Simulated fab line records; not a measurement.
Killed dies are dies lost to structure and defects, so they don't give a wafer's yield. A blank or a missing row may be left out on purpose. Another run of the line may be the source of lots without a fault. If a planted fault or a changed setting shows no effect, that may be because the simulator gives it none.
A single fault, viewed from 2 desks + flow rit-cmos + what lay behind the numbers comes last; until then each desk has only its own

## AT THE METROLOGY DESK
Means of the sampled wafers that have a number, per lot and without regard to the tool the lot ran on: this is what the gauges read. If a lot's mean is further than 4 standard deviations from the usual mean, the lot is out of limits and carries the mark OUT (the distance appears in the brackets).
Columns: A = cd-nm at RIT_CONTACT_CD_MEAS_90, usual 999.2 nm; B = M1_AL_RS at RIT_M1_RS_MEAS_01, usual 0.0698 ohm/sq; C = M1_AL_THK at RIT_M1_THK_MEAS_02, usual 412 nm
| lot  | first seen here | A      | B      | C   |
|------|-----------------|--------|--------|-----|
| L856 | day 5 11:37     | 996.1  | 0.0702 | 409 |
| L858 | day 5 20:09     | 998.4  | 0.0690 | 415 |
| L859 | day 6 01:35     | 997.7  | 0.0697 | 417 |
| L866 | day 7 14:57     | 1000.3 | 0.0698 | 412 |
| L869 | day 8 09:23     | 998.6  | 0.0707 | 405 |
This desk found nothing out of limits on any of the 5 lots.

## FOR THE TOOL OWNER'S DESK: iline-stepper-02
The tool's own readings at RIT_M1_EXPOSE_06 (exposes mask M12, target cd 2600 nm): means of the sampled wafers that have a number, for each lot that ran on this tool. If a lot's mean is further than 4 standard deviations from the usual mean, the lot is out of limits and carries the mark OUT (the distance appears in the brackets).
Columns: A = exposure-dose-mJ-cm2 at RIT_M1_EXPOSE_06, usual 250.02
| lot  | first seen here | A                 |
|------|-----------------|-------------------|
| L856 | day 5 13:00     | 250.25            |
| L858 | day 5 21:47     | 249.94            |
| L866 | day 7 16:20     | 247.93 (-9.1) OUT |
This desk finds L866 out of limits, L866 being first, at day 7 16:20 (exposure-dose-mJ-cm2 at RIT_M1_EXPOSE_06). L856, L858 stayed within limits.

## PUT TOGETHER
The tool owner's desk had the chance to raise an alarm at day 7 16:20 on L866.
At the metrology desk, nothing out of limits was observed.
The metrology desk has L866 on record, within its limits.
On iline-stepper-02, each named lot ran RIT_M1_EXPOSE_06.

## WHAT WAS PUT IN BY THE SIMULATOR
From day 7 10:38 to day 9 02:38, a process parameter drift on iline-stepper-02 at RIT_M1_EXPOSE_06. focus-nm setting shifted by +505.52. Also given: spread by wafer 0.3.
Struck lots among those shown: L866.
Delay in hours, fault start to first out-of-limits reading, by desk: the tool owner's desk at 6.
